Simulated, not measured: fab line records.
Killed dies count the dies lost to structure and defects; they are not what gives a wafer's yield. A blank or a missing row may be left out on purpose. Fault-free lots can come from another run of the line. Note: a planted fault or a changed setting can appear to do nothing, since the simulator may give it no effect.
One fault through the eyes of 2 desks | flow berkeley cmos170 | only its own numbers are on each desk; what lay behind them is given at the end

== THE TOOL OWNER'S DESK: litho track-01 ==
The tool's own readings at UCB170_ACTIVE_COAT_08 (resist thk 900 nm): means of the sampled wafers that have a number, for each lot that ran on this tool. Marked OUT: a lot whose mean sits more than 4 standard deviations from the usual mean, which makes it out of limits; the brackets give that distance.
Columns: A = chill plate temp C at UCB170_ACTIVE_COAT_08, usual 23.02 C; B = spin speed rpm at UCB170_ACTIVE_COAT_08, usual 1500.0 rpm
lot  | first seen here | A     | B
L281 | day 4 10:47     | 23.07 | 1500.3
L283 | day 4 18:59     | 22.87 | 1500.0
L286 | day 5 11:43     | 23.11 | 1499.7
L290 | day 5 23:46     | 22.95 | 1500.4
L294 | day 7 04:38     | 22.92 | 1499.4
L299 | day 8 10:23     | 23.05 | 1500.3
L301 | day 8 19:14     | 23.12 | 1500.4
This desk's finding: nothing out of limits on any of the 7 lots.

== THE METROLOGY DESK ==
Means of the sampled wafers that have a number, per lot and without regard to the tool the lot ran on: this is what the gauges read. Marked OUT: a lot whose mean sits more than 4 standard deviations from the usual mean, which makes it out of limits; the brackets give that distance.
Columns: A = START_OXIDE_THK at UCB170_START_THK_MEAS_03, usual 20.0 nm; B = PWELL_OXIDE_THK at UCB170_PWELL_THK_MEAS_03, usual 26.3 nm; C = NVT_OVL at UCB170_NVT_OVL_MEAS_06, usual 1 nm
lot  | first seen here | A    | B    | C
L281 | day 1 12:07     | 19.4 | 27.8 | -1
L283 | day 1 21:48     | 20.2 | 26.6 | 1
L282 | day 1 21:49     | 20.3 | 25.7 | -3
L284 | day 2 05:15     | 19.8 | 26.7 | -4
L285 | day 2 13:07     | 20.3 | 26.4 | 1
L286 | day 2 13:07     | 20.8 | 26.5 | 2
L287 | day 2 21:24     | 20.6 | 26.1 | -6
L290 | day 3 10:57     | 19.7 | 26.5 | 7
L291 | day 3 16:18     | 19.6 | 26.1 | 4
L292 | day 3 22:47     | 19.5 | 26.2 | 4
L294 | day 4 07:08     | 19.5 | 26.8 | 2
L299 | day 5 08:44     | 20.4 | 25.8 | 5
L301 | day 5 18:12     | 19.7 | 26.5 | 4
L304 | day 6 13:25     | 19.7 | 26.4 | -2
This desk's finding: nothing out of limits on any of the 14 lots.

== TAKEN TOGETHER ==
The desk of the tool owner found nothing out of limits.
From the metrology desk's view, nothing was out of limits.

== WHAT THE SIMULATOR HAD INSERTED ==
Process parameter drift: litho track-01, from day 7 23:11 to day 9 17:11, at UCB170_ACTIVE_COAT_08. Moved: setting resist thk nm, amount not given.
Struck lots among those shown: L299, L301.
